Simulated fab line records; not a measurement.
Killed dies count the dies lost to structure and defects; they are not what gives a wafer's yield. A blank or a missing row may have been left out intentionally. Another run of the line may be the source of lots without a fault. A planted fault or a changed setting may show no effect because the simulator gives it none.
2 desks looking at one fault ; flow berkeley cmos170 ; only its own numbers are on each desk; what lay behind them is given at the end

METROLOGY DESK
What the gauges read, lot by lot, whatever tool the lot ran on: means of the sampled wafers that have a number. Marked OUT: a lot whose mean sits more than 4 standard deviations from the usual mean, which makes it out of limits; the brackets give that distance.
Columns: A = SILICIDE_TI_RS at UCB170_SILICIDE_RS_MEAS_02, usual 26.1 ohm/sq; B = SILICIDE_TI_THK at UCB170_SILICIDE_THK_MEAS_03, usual 30.2 nm; C = CONTACT_PSG_THK at UCB170_CONTACT_THK_MEAS_02, usual 711 nm
lot;first seen here;A;B;C
L818;day 8 18:55;26.7;29.6;715
L817;day 8 19:06;26.5;29.8;718
L823;day 9 18:26;26.6;29.8;710
L826;day 10 08:09;26.1;30.3;722
L825;day 10 08:47;26.1;30.4;705
L829;day 11 08:08;26.0;30.3;715
L832;day 12 00:33;26.1;30.5;714
Result from this desk: across the 7 lots, nothing is out of limits.

TOOL OWNER'S DESK, rtp anneal-01
Per lot that ran on this tool, the mean of the sampled wafers carrying a number, from the tool's own readings at UCB170_CONTACT_RTA_08 (time 10 s). Marked OUT: a lot whose mean sits more than 4 standard deviations from the usual mean, which makes it out of limits; the brackets give that distance.
Columns: A = lamp power pct at UCB170_CONTACT_RTA_08, usual 24.2 %; B = wafer_temp_C_max at UCB170_CONTACT_RTA_08, usual 904.3
lot;first seen here;A;B
L817;day 8 22:22;25.4;904.9
L823;day 9 23:51;26.0;913.8 (+10) OUT
L826;day 10 11:14;26.0;913.6 (+10) OUT
L825;day 10 12:35;26.1;913.6 (+10) OUT
This desk finds L823, L825, L826 out of limits, L823 being first, at day 9 23:51 (wafer_temp_C_max at UCB170_CONTACT_RTA_08). In limits: L817.

PUT TOGETHER
On L823, L825, L826, at day 9 23:51, an alarm was possible from the tool owner's desk.
Metrology desk: nothing out of limits seen.
The metrology desk holds a record of L823, L825, L826, inside its limits.
The lots listed all ran UCB170_CONTACT_RTA_08 on rtp anneal-01.

WHAT THE SIMULATOR HAD PUT IN
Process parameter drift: rtp anneal-01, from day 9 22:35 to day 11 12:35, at UCB170_CONTACT_RTA_08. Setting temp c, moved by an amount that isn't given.
Lots struck among those shown: L823, L825, L826.
Each desk's first reading out of limits, in hours after the fault started: the tool owner's desk, 1.
